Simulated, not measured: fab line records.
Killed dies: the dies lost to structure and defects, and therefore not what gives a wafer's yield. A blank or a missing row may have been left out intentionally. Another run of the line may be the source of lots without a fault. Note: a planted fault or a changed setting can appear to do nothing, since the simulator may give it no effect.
Struck lot and sound lot, side by side ; flow rit-cmos ; 14 steps out of a route of 202
Sound: these wafers, L169.1, L169.5, L169.6. Wafers struck: L164.2, L164.3, L164.6. The cause is named last.
For every step that has rows: the tool of each side, followed by ch and its chambers, followed by its first start. Under that, the readings that differ: sound wafers ; struck wafers ; difference of the means ; sigmas: that difference in standard deviations of wafers without a fault.
alike: words and numbers the same on both sides, and readings whose means are apart by under 2 such deviations; not compared: readings that were withheld, readings missing a value for some wafer, numbers with overlapping values and no deviation given by the record, and bounds like >300 which may hide the same value.
A row with sigmas, a row that says differs or no value, or rows on one side alone: a step with any of these is where the two part. Non-overlapping numbers with no deviation appear without sigmas and do not part them. Lack of a reading on every wafer of one side parts them only where that side has two or more wafers.

first, 2 steps without rows for these wafers: RIT_NSD_PEB_04; RIT_NSD_DEVELOP_05 (develop time 50 s).
RIT_NSD_OVL_MEAS_06:
  sound: overlay-01 at day 6 05:20; struck: overlay-02 at day 5 01:09
  alike: NSD_OVL
then, 2 steps without rows for these wafers: RIT_NSD_HARDBAKE_07 (time 60 s); RIT_NSD_IMPLANT_08.
RIT_NSD_STRIP_09: strips in O2, time 180 s.
  sound on plasma-asher-02 ch 0,1, day 6 05:40; struck on plasma-asher-04 ch 1, day 5 01:29
  alike: drypump-motor-current-A
  not compared: rf-hours-counter-h
RIT_NSD_TW_MEAS_10:
  sound: film-metro-03 at day 6 05:50; struck: film-metro-01 at day 5 01:40
reading;sound;struck;difference;sigmas
NSD_TW;3136 3154 3150;3128 3105 3116;-30;-2
then, 5 steps without rows for these wafers: RIT_PSD_HMDS_00 (prime time 60 s); RIT_PSD_COAT_01 (resist thk 1000 nm); RIT_PSD_SOFTBAKE_02 (time 60 s); RIT_PSD_EXPOSE_03 (exposes mask M10, target cd 40900 nm); RIT_PSD_PEB_04.
RIT_PSD_DEVELOP_05: develop time 51.76 s.
  sound on litho-track-02 ch 0, day 6 06:00; struck on litho-track-02, day 5 02:00
  no value came back on the struck wafers for chill-plate-temp-C (C), develop-time-s (s); on the sound wafers chill-plate-temp-C (C) reads 23.17 23.15 23.08
RIT_PSD_OVL_MEAS_06:
  sound: overlay-01 at day 6 06:45; struck: overlay-01 at day 5 02:34
reading;sound;struck;difference;sigmas
PSD_OVL (nm);-1.3 -0.8 -0.7;- - -;no value on the struck wafers;

## WHERE THEY PART
At RIT_NSD_TW_MEAS_10 first; at RIT_PSD_OVL_MEAS_06 last (within this record only).

WHY: what had been put in by the simulator
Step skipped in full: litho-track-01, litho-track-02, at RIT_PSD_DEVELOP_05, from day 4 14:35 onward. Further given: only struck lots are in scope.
